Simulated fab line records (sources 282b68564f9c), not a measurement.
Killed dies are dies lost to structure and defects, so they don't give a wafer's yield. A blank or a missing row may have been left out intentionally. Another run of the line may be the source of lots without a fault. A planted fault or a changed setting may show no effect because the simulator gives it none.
A struck lot beside a sound one | flow rit cmos | 17 out of 202 route steps
Sound: the wafers L506.2, L506.4, L506.6. Struck: wafers L507.2, L507.4, L507.5. At the end, the cause is stated.
Per side, at each step with rows, come the tool, then ch with its chambers, and then its first start. Under that, the readings that differ: sound wafers | struck wafers | difference of the means | sigmas: that difference in standard deviations of wafers without a fault.
alike: words and numbers the same on both sides, and readings whose means are apart by under 2 such deviations; not compared: readings that were withheld, readings missing a value for some wafer, numbers with overlapping values and no deviation given by the record, and bounds like >300 which may hide the same value.
Wherever a step has rows on one side only, a row that says differs or no value, or a row with sigmas, the two part there. Numbers that have no deviation but don't overlap get no sigmas and don't part them. A reading missing from all wafers of one side parts the sides only when that side holds two or more wafers.

first, 2 steps without rows for these wafers: RIT_NRETRO_HARDBAKE_07 (time 120 s); RIT_NRETRO_IMPLANT_08.
RIT_NRETRO_STRIP_09: strips in O2, time 180 s.
  sound on plasma asher-02 ch 0,1, day 5 19:46; struck on plasma asher-02 ch 1, day 5 23:05
  reading                     | sound       | struck      | difference | sigmas
  drypump motor current A (A) | 6.8 4.9 6.8 | 4.9 4.9 4.9 | -1.3       | -2
  not compared: rf hours counter h
RIT_NRETRO_TW_MEAS_10:
  sound on film metro-03, day 5 19:57; struck on film metro-03, day 5 23:16
  alike: NRETRO_TW
then, 6 steps without rows for these wafers: RIT_PRETRO_HMDS_00 (prime time 60 s); RIT_PRETRO_COAT_01 (resist thk 1300 nm); RIT_PRETRO_SOFTBAKE_02 (time 60 s); RIT_PRETRO_EXPOSE_03 (exposes mask M5, target cd 43700 nm); RIT_PRETRO_PEB_04; RIT_PRETRO_DEVELOP_05 (develop time 68 s).
RIT_PRETRO_OVL_MEAS_06:
  sound on overlay-01, day 5 21:01; struck on overlay-01, day 6 00:25
  alike: PRETRO_OVL
then, 1 step without rows for these wafers: RIT_PRETRO_HARDBAKE_07 (time 120 s).
RIT_PRETRO_IMPLANT_08:
  sound on implanter-03 ch 0, day 5 21:19; struck on implanter-02 ch 0, day 6 00:43
  reading                          | sound                 | struck                      | difference | sigmas
  beam on s (s)                    | 9.82 9.72 9.98        | 11.67 12.08 12.00           | +2.08      | +10
  end station pressure torr (Torr) | 5.4e-06 4.9e-06 5e-06 | 9.19e-05 0.0001011 9.23e-05 | +9.00e-05  | +99 or more
  faraday current uA               | 38.8 38.8 38.2        | 32.9 31.7 32.1              | -6.4       | -8
RIT_PRETRO_STRIP_09: strips in O2, time 180 s.
  sound on plasma asher-02 ch 0,1, day 5 21:26; struck on plasma asher-03 ch 1, day 6 00:50
  alike: drypump motor current A
  not compared: rf hours counter h
RIT_PRETRO_TW_MEAS_10:
  sound on film metro-03, day 5 21:38; struck on film metro-02, day 6 01:02
  reading   | sound       | struck      | difference | sigmas
  PRETRO_TW | 472 473 471 | 503 505 503 | +32        | +7
then, 1 step without rows for these wafers: RIT_GATE_WET_ETCH_00 (etches SiO2 in BOE, target depth 56 nm, time 60 s).
RIT_M1_PROBE_99:
  sound on prober-02, day 6 22:44; struck on prober-01, day 7 02:53
  reading                                    | sound                | struck               | difference | sigmas
  model.etest.nmos_0p3.r on ohm um           | 2135 2158 2147       | 2268 2291 2287       | +135       |
  model.etest.nmos turned.drive ua um        | 335.5 336 334.6      | 280 284.1 279        | -54        |
  model.etest.nmos_0p15.drive ua um          | 468.2 472.8 465.2    | 420.8 425.4 418.4    | -47.2      |
  model.etest.nmos_0p3.drive ua um           | 217.7 221.6 220.2    | 201.3 203.8 201.2    | -17.7      |
  model.etest.nmos narrow.drive ua um        | 220.8 221.3 220.8    | 203.4 204.3 204.5    | -16.9      |
  model.etest.retro edge nmos.off log10 a um | -10.09 -10.12 -10.13 | -10.94 -10.8 -11.06  | -0.82      |
  model.etest.nmos_0p15.off log10 a um       | -10.12 -10.1 -10.21  | -11.17 -10.97 -11.24 | -0.98      |
  model.etest.diode nplus pwell.bv v (V)     | 5.905 5.854 5.91     | 5.796 5.788 5.813    | -0.091     |
  alike: killed at contacts, killed at front end, killed dies, killed open, killed short

## WHERE THEY PART
Last at RIT_PRETRO_TW_MEAS_10 as far as this record goes, first at RIT_NRETRO_STRIP_09. Later steps at which nothing parts them and some readings are alike: RIT_M1_PROBE_99.

WHY: what the simulator had put in
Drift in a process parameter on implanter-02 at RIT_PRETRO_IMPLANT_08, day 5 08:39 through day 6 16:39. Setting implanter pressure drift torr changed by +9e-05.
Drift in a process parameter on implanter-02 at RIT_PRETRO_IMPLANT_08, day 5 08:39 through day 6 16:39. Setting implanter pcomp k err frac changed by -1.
